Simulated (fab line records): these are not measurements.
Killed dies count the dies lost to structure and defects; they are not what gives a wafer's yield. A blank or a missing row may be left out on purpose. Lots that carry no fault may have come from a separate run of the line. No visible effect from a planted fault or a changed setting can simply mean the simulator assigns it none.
Problem report, 8D (eight disciplines) form, completed by code    flow berkeley cmos170    the parts of the form that need people (team, actions taken, sign-off) are left out

## 1. PROBLEM STATEMENT
GATE_POLY_THK at UCB170_GATE_THK_MEAS_05 reads a mean of 304.0 nm on 3 wafers of 1 lot; wafers without a fault read 214.8 nm with a standard deviation of 2. That is +45 standard deviations from the usual mean.
Earliest sighting: wafer L355.1 on film metro-02 at day 8 22:21. The record has a number at this step for 39 wafers belonging to 13 lots. By rule, "out" or "out of limits" means more than 4 standard deviations away from the usual mean. Any other wafer with a number is counted as sound.

## 2. WHAT IT IS, AND WHAT IT ISN'T
question                     is                      is not
which readings at this step  GATE_POLY_THK           -
which lots                   L355                    L345, L347, L348, L357, L359, L360, L361, L362, L363, L364, L367, L368
which wafers of those lots   all that have a number  -
read on which gauges         film metro-02           film metro-01, film metro-04
when                         from day 8 22:21        up to then (9 sound wafers); but 27 sound wafers of L357, L359, L360, L361, L362, L363, L364, L367, L368 came after

## 3. THE SUSPECTS, EACH WITH WHAT RULES IT OUT
Counting: any tool at a process step up to the reading is kept as a suspect provided that every lot that is out went through it and no sound lot did after the first of them.
- the gauge at UCB170_GATE_THK_MEAS_05: ruled out. All the wafers that are out were read on film metro-02, but those of them that UCB170_GATE_ETCH_15 has rows for are out there too, on other tools.
- plasma asher-04 at UCB170_NWELL_STRIP_15 (strips in O2): ruled out as a lasting fault. Sound lots L360, L359, L362, L364 ran on it after its first lot that is out, L355 (day 4 15:22).
- lpcvd-02 at UCB170_GATE_CVD_04 (deposits poly-Si from SiH4, time 1440 s, target thk 214 nm): kept. It ran the lot that is out, L355 (day 8 20:57), and no sound lot after that; its last sound lot up to then is L357 (day 8 20:57).
The count leaves lpcvd-02 at UCB170_GATE_CVD_04.

## 4. THE CAUSE (what the simulator had put in)
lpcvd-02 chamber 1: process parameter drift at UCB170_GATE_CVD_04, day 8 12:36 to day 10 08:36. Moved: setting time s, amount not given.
After counting, this tool was the only one left.

## 5. THE CHAIN OF EFFECTS, in route order
Each row: a reading whose mean over the struck wafers that have a number lies more than 3 standard deviations from the usual. Only readings whose record carries a usual standard deviation are examined. hours: median over the lots of the time between each lot's start at the first step of this table that gives one and its start at this step. sigmas: the change, counted in usual standard deviations.
hours  step                     reading         usual       on struck wafers  change  sigmas
0      UCB170_GATE_THK_MEAS_05  GATE_POLY_THK   214.8 nm    304.0             +89.2   +45
2      UCB170_GATE_ETCH_15      oes product au  0.830 a.u.  1.012             +0.182  +17
Its process steps:
- UCB170_GATE_ETCH_15: etches poly-Si in HBr/Cl2, stops on SiO2, time 56.3 s, target depth 278.2 nm.

## 6. WHAT WOULD HAVE CAUGHT IT SOONER
The first out-of-limits reading at a measuring or inspecting step in this record came at day 8 22:21, 10 hours after the fault's start at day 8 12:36.
Of the tool readings at UCB170_GATE_CVD_04 for which the record gives a usual standard deviation, none was out on any struck wafer, so an alarm limit of 4 standard deviations on them would not have fired.
The start of UCB170_GATE_CVD_04 on lpcvd-02 came by day 8 22:21 for every one of the lots that are out (1). Holding the tool at that point would not have protected any of them.
